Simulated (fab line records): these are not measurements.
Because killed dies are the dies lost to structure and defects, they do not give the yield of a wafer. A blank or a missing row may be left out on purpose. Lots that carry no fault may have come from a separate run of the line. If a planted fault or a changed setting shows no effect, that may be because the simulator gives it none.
Check of tool commonality :: flow berkeleyCmos170 :: Sampled: 15 lots, 45 wafers

== REASON FOR OPENING ==
Of 15 lots, 3 have the reading NLDD_TW flagged at UCB170_NLDD_TW_MEAS_11. No-fault wafers: 2234, standard deviation 13.
Rule: a lot gets a flag if all its wafers with a number sit over 4 standard deviations from that mean, or if no wafer of it has a number. The other lots count as sound.

lot: L325
measured: day 6 03:06
on: filmMetro-03
NLDD_TW, wafer by wafer: 2238 2230 2237
flag: 

lot: L326
measured: day 6 20:39
on: filmMetro-04
NLDD_TW, wafer by wafer: 2253 2255 2251
flag: 

lot: L327
measured: day 7 02:40
on: filmMetro-01
NLDD_TW, wafer by wafer: 2223 2229 2232
flag: 

lot: L329
measured: day 7 13:37
on: filmMetro-03
NLDD_TW, wafer by wafer: 2225 2223 2219
flag: 

lot: L328
measured: day 7 13:44
on: filmMetro-04
NLDD_TW, wafer by wafer: 2259 2245 2255
flag: 

lot: L331
measured: day 7 14:02
on: filmMetro-03
NLDD_TW, wafer by wafer: 2224 2219 2227
flag: 

lot: L333
measured: day 7 22:26
on: filmMetro-01
NLDD_TW, wafer by wafer: 2232 2222 2240
flag: 

lot: L334
measured: day 7 22:58
on: filmMetro-01
NLDD_TW, wafer by wafer: 2237 2211 2232
flag: 

lot: L335
measured: day 7 23:34
on: filmMetro-01
NLDD_TW, wafer by wafer: 2252 2246 2249
flag: 

lot: L330
measured: day 7 23:44
on: filmMetro-01
NLDD_TW, wafer by wafer: 2084 2076 2076
flag: FLAGGED

lot: L340
measured: day 9 10:34
on: filmMetro-01
NLDD_TW, wafer by wafer: 2081 2064 2075
flag: FLAGGED

lot: L341
measured: day 9 12:01
on: filmMetro-03
NLDD_TW, wafer by wafer: 2071 2080 2072
flag: FLAGGED

lot: L342
measured: day 9 12:18
on: filmMetro-03
NLDD_TW, wafer by wafer: 2228 2221 2221
flag: 

lot: L347
measured: day 10 15:47
on: filmMetro-01
NLDD_TW, wafer by wafer: 2233 2247 2234
flag: 

lot: L346
measured: day 10 15:57
on: filmMetro-04
NLDD_TW, wafer by wafer: 2250 2249 2243
flag: 
On average the flagged lots' numbers are 2075, which is -159 against the usual, or -12 standard deviations.

== TOOL THAT RAN EACH LOT ==
The record holds 2 process steps before the reading, out of a route of 331 steps. Each cell gives the tool, then ch followed by the chambers the sampled wafers passed through, then the start.
lot: L325
flag: 
UCB170_NWELL_STRIP_15: plasmaAsher-02 ch 0,1, day 2 10:05
UCB170_NLDD_IMPLANT_08: implanter-03 ch 0, day 6 02:43

lot: L326
flag: 
UCB170_NWELL_STRIP_15: plasmaAsher-02 ch 0,1, day 2 18:20
UCB170_NLDD_IMPLANT_08: implanter-01 ch 0, day 6 20:16

lot: L327
flag: 
UCB170_NWELL_STRIP_15: plasmaAsher-03 ch 0,1, day 2 23:09
UCB170_NLDD_IMPLANT_08: implanter-03 ch 0, day 7 02:16

lot: L329
flag: 
UCB170_NWELL_STRIP_15: plasmaAsher-02 ch 0,1, day 3 04:20
UCB170_NLDD_IMPLANT_08: implanter-03 ch 0, day 7 13:13

lot: L328
flag: 
UCB170_NWELL_STRIP_15: plasmaAsher-01 ch 0,1, day 3 04:36
UCB170_NLDD_IMPLANT_08: implanter-02 ch 0, day 7 13:20

lot: L331
flag: 
UCB170_NWELL_STRIP_15: plasmaAsher-03 ch 0,1, day 3 16:50
UCB170_NLDD_IMPLANT_08: implanter-02 ch 0, day 7 13:40

lot: L333
flag: 
UCB170_NWELL_STRIP_15: plasmaAsher-03 ch 0,1, day 3 20:53
UCB170_NLDD_IMPLANT_08: implanter-01 ch 0, day 7 22:02

lot: L334
flag: 
UCB170_NWELL_STRIP_15: plasmaAsher-03 ch 0,1, day 4 01:50
UCB170_NLDD_IMPLANT_08: implanter-02 ch 0, day 7 22:37

lot: L335
flag: 
UCB170_NWELL_STRIP_15: plasmaAsher-01 ch 0,1, day 4 04:44
UCB170_NLDD_IMPLANT_08: implanter-01 ch 0, day 7 23:10

lot: L330
flag: FLAGGED
UCB170_NWELL_STRIP_15: plasmaAsher-02 ch 0,1, day 3 16:58
UCB170_NLDD_IMPLANT_08: implanter-02 ch 0, day 7 23:20

lot: L340
flag: FLAGGED
UCB170_NWELL_STRIP_15: plasmaAsher-01 ch 0,1, day 5 08:04
UCB170_NLDD_IMPLANT_08: implanter-02 ch 0, day 9 10:10

lot: L341
flag: FLAGGED
UCB170_NWELL_STRIP_15: plasmaAsher-01 ch 0,1, day 5 14:37
UCB170_NLDD_IMPLANT_08: implanter-02 ch 0, day 9 11:37

lot: L342
flag: 
UCB170_NWELL_STRIP_15: plasmaAsher-01 ch 0,1, day 5 21:53
UCB170_NLDD_IMPLANT_08: implanter-03 ch 0, day 9 11:52

lot: L347
flag: 
UCB170_NWELL_STRIP_15: plasmaAsher-03 ch 0,1, day 7 00:22
UCB170_NLDD_IMPLANT_08: implanter-03 ch 0, day 10 15:23

lot: L346
flag: 
UCB170_NWELL_STRIP_15: plasmaAsher-02 ch 0,1, day 6 21:10
UCB170_NLDD_IMPLANT_08: implanter-01 ch 0, day 10 15:35
These steps, and what they do:
- UCB170_NWELL_STRIP_15: strips in O2.
- UCB170_NLDD_IMPLANT_08
- UCB170_NLDD_TW_MEAS_11

== FLAGGED AGAINST TOTAL, ONE TOOL AT A TIME (gauges that did the reading follow at the end) ==
step: UCB170_NWELL_STRIP_15
tool: plasmaAsher-01
lots run: 5
flagged: 2
share of the flagged lots: some
sound lots run after its first flagged lot: 1 (L342)

step: UCB170_NWELL_STRIP_15
tool: plasmaAsher-02
lots run: 5
flagged: 1
share of the flagged lots: some
sound lots run after its first flagged lot: 1 (L346)

step: UCB170_NWELL_STRIP_15
tool: plasmaAsher-03
lots run: 5
flagged: 0
share of the flagged lots: none
sound lots run after its first flagged lot: -

step: UCB170_NLDD_IMPLANT_08
tool: implanter-01
lots run: 4
flagged: 0
share of the flagged lots: none
sound lots run after its first flagged lot: -

step: UCB170_NLDD_IMPLANT_08
tool: implanter-02
lots run: 6
flagged: 3
share of the flagged lots: all
sound lots run after its first flagged lot: 0

step: UCB170_NLDD_IMPLANT_08
tool: implanter-03
lots run: 5
flagged: 0
share of the flagged lots: none
sound lots run after its first flagged lot: -

step: UCB170_NLDD_TW_MEAS_11
tool: filmMetro-01
lots run: 7
flagged: 2
share of the flagged lots: some
sound lots run after its first flagged lot: 1 (L347)

step: UCB170_NLDD_TW_MEAS_11
tool: filmMetro-03
lots run: 5
flagged: 1
share of the flagged lots: some
sound lots run after its first flagged lot: 1 (L342)

step: UCB170_NLDD_TW_MEAS_11
tool: filmMetro-04
lots run: 3
flagged: 0
share of the flagged lots: none
sound lots run after its first flagged lot: -

== WHAT THE TABLE PERMITS ==
In the table, 1 row covers all flagged lots: implanter-02 at UCB170_NLDD_IMPLANT_08.
- implanter-02 at UCB170_NLDD_IMPLANT_08: 3 of its 6 lots flagged. It ran its last sound lot, L334, at day 7 22:37 and its first flagged lot, L330, at day 7 23:20: a fault with its onset between the two fits. Its own readings lie more than 4 standard deviations out on every wafer of the flagged lots: doseIonsCm2, faradayCurrentUA.
implanter-02 at UCB170_NLDD_IMPLANT_08 is the single tool remaining.

== WHAT THE SIMULATOR PUT IN ==
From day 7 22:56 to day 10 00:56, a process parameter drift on implanter-02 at UCB170_NLDD_IMPLANT_08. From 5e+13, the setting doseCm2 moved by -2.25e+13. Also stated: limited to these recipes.
Lots struck among those shown: L330, L340, L341. The rule above reached the same finding.
